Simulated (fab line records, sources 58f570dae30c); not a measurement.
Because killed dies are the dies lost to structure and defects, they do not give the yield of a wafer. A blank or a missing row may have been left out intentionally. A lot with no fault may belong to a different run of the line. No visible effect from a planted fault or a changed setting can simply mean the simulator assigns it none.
Which of the tools did it? + flow berkeley cmos170 + Sampling: 14 lots, 42 wafers, 7 of 331 route steps

## WHAT EACH GAUGE READ, for each wafer
UCB170_PSD_TW_MEAS_10.
| lot  | measured     | on            | PSD_TW                        |
|------|--------------|---------------|-------------------------------|
| L582 | day 7 23:20  | film metro-03 | 2304 2305 2307                |
| L583 | day 7 23:50  | film metro-03 | 2302 2295 2308                |
| L586 | day 8 06:19  | film metro-03 | 2293 2311 2287                |
| L588 | day 9 02:23  | film metro-02 | 2334 2331 2329                |
| L587 | day 9 02:41  | film metro-03 | 2295 2302 2291                |
| L590 | day 9 10:39  | film metro-01 | 2304 2302 2304                |
| L593 | day 9 11:06  | film metro-01 | 2302 2301 2303                |
| L591 | day 9 11:27  | film metro-01 | 2309 2305 2311                |
| L594 | day 10 02:19 | film metro-02 | 2306 2306 2306                |
| L598 | day 10 19:41 | film metro-02 | 2309 2304 2308                |
| L597 | day 10 19:56 | film metro-03 | 2299 2312 2292                |
| L596 | day 10 20:10 | film metro-01 | 2732 2732 2745 2716 2719 2734 |
| L600 | day 11 11:39 | film metro-02 | 2324 2335 2315                |
| L601 | day 11 12:02 | film metro-01 | 2736 2718 2736 2727 2724 2711 |

UCB170_SDANNEAL_RS_MEAS_02: the measuring method here is four-point-probe.
| lot  | measured     | on            | PSD_RS (ohm/sq)               |
|------|--------------|---------------|-------------------------------|
| L582 | day 8 02:19  | film metro-03 | 75.0 75.0 75.1                |
| L583 | day 8 02:32  | film metro-01 | 75.3 75.4 75.3                |
| L586 | day 8 09:13  | film metro-01 | 75.4 75.3 75.9                |
| L588 | day 9 04:57  | film metro-03 | 75.2 75.0 75.1                |
| L587 | day 9 05:24  | film metro-01 | 76.1 76.3 76.4                |
| L590 | day 9 14:34  | film metro-02 | 75.7 75.7 76.0                |
| L593 | day 9 15:04  | film metro-02 | 75.3 75.5 75.0                |
| L591 | day 9 15:08  | film metro-01 | 75.8 75.8 75.8                |
| L594 | day 10 05:29 | film metro-03 | 75.9 75.5 75.4                |
| L598 | day 11 02:10 | film metro-03 | 75.4 75.6 75.5                |
| L597 | day 11 02:04 | film metro-02 | 75.7 75.7 75.5                |
| L596 | day 11 04:10 | film metro-01 | 55.3 55.4 55.4 55.5 55.4 55.3 |
| L600 | day 11 15:33 | film metro-01 | 76.0 76.0 76.1                |
| L601 | day 11 19:16 | film metro-03 | 55.1 55.3 55.2 55.1 55.3 55.2 |

UCB170_M2_THK_MEAS_03: measures by xrf.
| lot  | measured     | on            | M2_AL_THK (nm) |
|------|--------------|---------------|----------------|
| L582 | day 8 15:00  | film metro-04 | 901 895 910    |
| L583 | day 8 16:27  | film metro-03 | 899 892 904    |
| L586 | day 8 23:30  | film metro-03 | 915 897 911    |
| L588 | day 9 17:22  | film metro-03 | 917 903 908    |
| L587 | day 9 18:36  | film metro-01 | 906 906 916    |
| L590 | day 10 04:32 | film metro-04 | 904 904 897    |
| L593 | day 10 04:50 | film metro-04 | 919 912 902    |
| L591 | day 10 06:37 | film metro-01 | 921 930 934    |
| L594 | day 10 18:13 | film metro-01 | 906 919 903    |
| L598 | day 11 15:31 | film metro-04 | 899 905 894    |
| L597 | day 11 13:47 | film metro-01 | 930 924 922    |
| L600 | day 12 06:00 | film metro-01 | 910 897 890    |

UCB170_V2_THK_MEAS_04.
| lot  | measured     | on            | V2_POLISHED_THK (nm) |
|------|--------------|---------------|----------------------|
| L582 | day 8 18:25  | film metro-02 | 1001.7 1001.1 1001.6 |
| L583 | day 8 19:23  | film metro-02 | 999.1 999.1 998.4    |
| L586 | day 9 02:23  | film metro-01 | 998.9 998.4 1000.1   |
| L588 | day 9 20:32  | film metro-01 | 998.5 997.2 999.4    |
| L587 | day 9 21:39  | film metro-04 | 1000.5 1001.9 999.5  |
| L590 | day 10 08:12 | film metro-02 | 999.9 999.8 999.2    |
| L593 | day 10 08:34 | film metro-02 | 1000.7 1001.5 1000.3 |
| L591 | day 10 10:05 | film metro-01 | 998.8 999.4 999.3    |
| L594 | day 10 21:05 | film metro-02 | 1000.3 1000.3 998.3  |
| L598 | day 11 18:43 | film metro-02 | 999.5 1000.6 1000.3  |
| L597 | day 11 17:31 | film metro-02 | 1001.2 1001.5 1000.6 |
| L600 | day 12 09:34 | film metro-02 | 999.2 997.0 999.4    |

## WHAT TOOL EACH LOT RAN ON (gives the tool, then ch and the chambers of the sampled wafers, and finally the start)
| lot  | UCB170_PSD_IMPLANT_08           | UCB170_PSD_STRIP_09                  | UCB170_SILICIDE_RTA_04           |
|------|---------------------------------|--------------------------------------|----------------------------------|
| L582 | implanter-04 ch 0, day 7 23:05  | plasma asher-02 ch 0,1, day 7 23:14  | rtp anneal-02 ch 0, day 8 03:04  |
| L583 | implanter-01 ch 0, day 7 23:35  | plasma asher-02 ch 0,1, day 7 23:44  | rtp anneal-01 ch 0, day 8 03:17  |
| L586 | implanter-03 ch 0, day 8 06:04  | plasma asher-02 ch 0,1, day 8 06:13  | rtp anneal-02 ch 0, day 8 09:58  |
| L588 | implanter-04 ch 0, day 9 02:08  | plasma asher-02 ch 0,1, day 9 02:16  | rtp anneal-02 ch 0, day 9 05:43  |
| L587 | implanter-03 ch 0, day 9 02:26  | plasma asher-01 ch 0,1, day 9 02:34  | rtp anneal-01 ch 0, day 9 06:09  |
| L590 | implanter-01 ch 0, day 9 10:24  | plasma asher-01 ch 0,1, day 9 10:33  | rtp anneal-02 ch 0, day 9 15:28  |
| L593 | implanter-01 ch 0, day 9 10:52  | plasma asher-01 ch 0,1, day 9 10:59  | rtp anneal-02 ch 0, day 9 15:49  |
| L591 | implanter-01 ch 0, day 9 11:13  | plasma asher-03 ch 0,1, day 9 11:20  | rtp anneal-01 ch 0, day 9 15:53  |
| L594 | implanter-01 ch 0, day 10 02:05 | plasma asher-02 ch 0,1, day 10 02:13 | rtp anneal-01 ch 0, day 10 06:14 |
| L598 | implanter-03 ch 0, day 10 19:27 | plasma asher-02 ch 0,1, day 10 19:34 | rtp anneal-01 ch 0, day 11 02:55 |
| L597 | implanter-04 ch 0, day 10 19:43 | plasma asher-01 ch 0,1, day 10 19:51 | rtp anneal-02 ch 0, day 11 02:53 |
| L596 | implanter-01 ch 0, day 10 19:56 | plasma asher-03 ch 0,1, day 10 20:04 | -                                |
| L600 | implanter-04 ch 0, day 11 11:26 | plasma asher-01 ch 0,1, day 11 11:34 | rtp anneal-02 ch 0, day 11 16:18 |
| L601 | implanter-01 ch 0, day 11 11:47 | plasma asher-01 ch 1, day 11 11:55   | -                                |
- UCB170_PSD_IMPLANT_08
- UCB170_PSD_STRIP_09: strips in O2.
- UCB170_SILICIDE_RTA_04: time 15 s.

## AS READ BY THE TOOLS THEMSELVES (means over the sampled wafers that have a number; for cases with no such wafer, the mark the record gives instead)
UCB170_PSD_IMPLANT_08.
| lot  | tool         | beam on s (s) | dose ions cm2 | end station pressure torr (Torr) | faraday current uA |
|------|--------------|---------------|---------------|----------------------------------|--------------------|
| L582 | implanter-04 | 9.99          | 3e+15         | 1.29e-05                         | 9265               |
| L583 | implanter-01 | 9.80          | 3e+15         | 1.26e-05                         | 9419               |
| L586 | implanter-03 | 10.07         | 3e+15         | 1.29e-05                         | 9173               |
| L588 | implanter-04 | 9.97          | 3e+15         | 1.31e-05                         | 9307               |
| L587 | implanter-03 | 10.13         | 3e+15         | 1.26e-05                         | 9149               |
| L590 | implanter-01 | 9.98          | 3e+15         | 1.31e-05                         | 9274               |
| L593 | implanter-01 | 10.23         | 3e+15         | 1.28e-05                         | 9039               |
| L591 | implanter-01 | 10.02         | 3e+15         | 1.33e-05                         | 9236               |
| L594 | implanter-01 | 9.90          | 3e+15         | 1.28e-05                         | 9342               |
| L598 | implanter-03 | 10.01         | 3e+15         | 1.32e-05                         | 9232               |
| L597 | implanter-04 | 10.15         | 3e+15         | 1.27e-05                         | 9150               |
| L596 | implanter-01 | 10.54         | 5e+15         | 1.68e-05                         | 15328              |
| L600 | implanter-04 | 10.26         | 3e+15         | 1.29e-05                         | 9023               |
| L601 | implanter-01 | 10.83         | 5e+15         | 1.81e-05                         | 14871              |

UCB170_PSD_STRIP_09.
| lot  | tool            | drypump motor current A (A) | oes product au (a.u.) | strip time to endpoint s (s) |
|------|-----------------|-----------------------------|-----------------------|------------------------------|
| L582 | plasma asher-02 | 5.1                         | 0.599                 | 29.35                        |
| L583 | plasma asher-02 | 5.1                         | 0.605                 | 29.41                        |
| L586 | plasma asher-02 | 5.2                         | 0.596                 | 29.30                        |
| L588 | plasma asher-02 | 5.1                         | 0.602                 | 29.38                        |
| L587 | plasma asher-01 | 5.6                         | 0.601                 | 29.23                        |
| L590 | plasma asher-01 | 5.6                         | 0.602                 | 29.33                        |
| L593 | plasma asher-01 | 5.5                         | 0.605                 | 29.31                        |
| L591 | plasma asher-03 | 5.2                         | 0.598                 | 29.35                        |
| L594 | plasma asher-02 | 5.1                         | 0.602                 | 29.41                        |
| L598 | plasma asher-02 | 5.1                         | 0.603                 | 29.47                        |
| L597 | plasma asher-01 | 5.6                         | 0.596                 | 29.41                        |
| L596 | plasma asher-03 | 5.4                         | 0.531                 | 36.08                        |
| L600 | plasma asher-01 | 5.7                         | 0.602                 | 29.38                        |
| L601 | plasma asher-01 | 5.8                         | 0.533                 | 36.05                        |

UCB170_SILICIDE_RTA_04.
| lot  | tool          | lamp power pct (%) | wafer_temp_C_max |
|------|---------------|--------------------|------------------|
| L582 | rtp anneal-02 | 10.92              | 654.8            |
| L583 | rtp anneal-01 | 11.29              | 652.3            |
| L586 | rtp anneal-02 | 10.92              | 654.5            |
| L588 | rtp anneal-02 | 10.92              | 654.7            |
| L587 | rtp anneal-01 | 11.29              | 651.9            |
| L590 | rtp anneal-02 | 10.91              | 654.3            |
| L593 | rtp anneal-02 | 10.92              | 655.4            |
| L591 | rtp anneal-01 | 11.27              | 651.9            |
| L594 | rtp anneal-01 | 11.29              | 652.2            |
| L598 | rtp anneal-01 | 11.30              | 651.9            |
| L597 | rtp anneal-02 | 10.92              | 654.2            |
| L600 | rtp anneal-02 | 10.91              | 654.2            |

## THE ANSWER, worked out from the rows above alone
Rule: the usual values come from the lots themselves. The widest of any qualifying gaps counts: lots, ordered by their means at a reading, are off when they make up no more than a third of the lots, leave a main group of 4 or more, and stand apart from it by 3 or more times the standard deviation of that group's means. A main group is skipped when, at the precision printed for the reading in the tables above, its means are all equal. Also off: a lot with no number at a reading for which 4 or more lots have one. Where the step has rows for the other lots, those lots are counted as sound. The gauges are gone through in route order, then the tools' own readings, and for those a lot's mean is taken as printed above. At the first step where some lot is off, the reading lying furthest off is the one used; lots without a number count as furthest.
Off: L596, L601, at UCB170_PSD_TW_MEAS_10 (PSD_TW). The main group: mean 2307, standard deviation 10.
A tool fits if, at a process step before that reading, it ran every lot that is off, and no sound lot after the first of them. Not tried: the gauges at UCB170_PSD_TW_MEAS_10; whatever is off there is also off at UCB170_PSD_IMPLANT_08, on other tools, and gauge error can't account for it. One fits: implanter-01 at UCB170_PSD_IMPLANT_08. A fault onset in the window from L594 (day 10 02:05, its last sound lot) to L596 (day 10 19:56, its first lot off) fits.
The tool's own readings at UCB170_PSD_IMPLANT_08 bear it out: on the lots that are off they differ by more than 5 times the standard deviation of the sound lots' means. beam on s reads 10.68 s there against 10.04 s on the sound lots; dose ions cm2 reads 5e+15 there against 3e+15 on the sound lots; end station pressure torr reads 1.74e-05 Torr there against 1.29e-05 Torr on the sound lots; faraday current uA reads 15100 there against 9217 on the sound lots.

## WHAT HAD BEEN PUT IN BY THE SIMULATOR
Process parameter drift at UCB170_PSD_IMPLANT_08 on implanter-01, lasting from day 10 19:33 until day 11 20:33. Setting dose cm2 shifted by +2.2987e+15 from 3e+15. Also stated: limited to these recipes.
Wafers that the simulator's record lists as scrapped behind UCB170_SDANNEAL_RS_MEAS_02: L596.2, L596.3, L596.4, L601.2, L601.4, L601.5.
Struck lots among those shown: L596, L601. Same finding as the rule above.
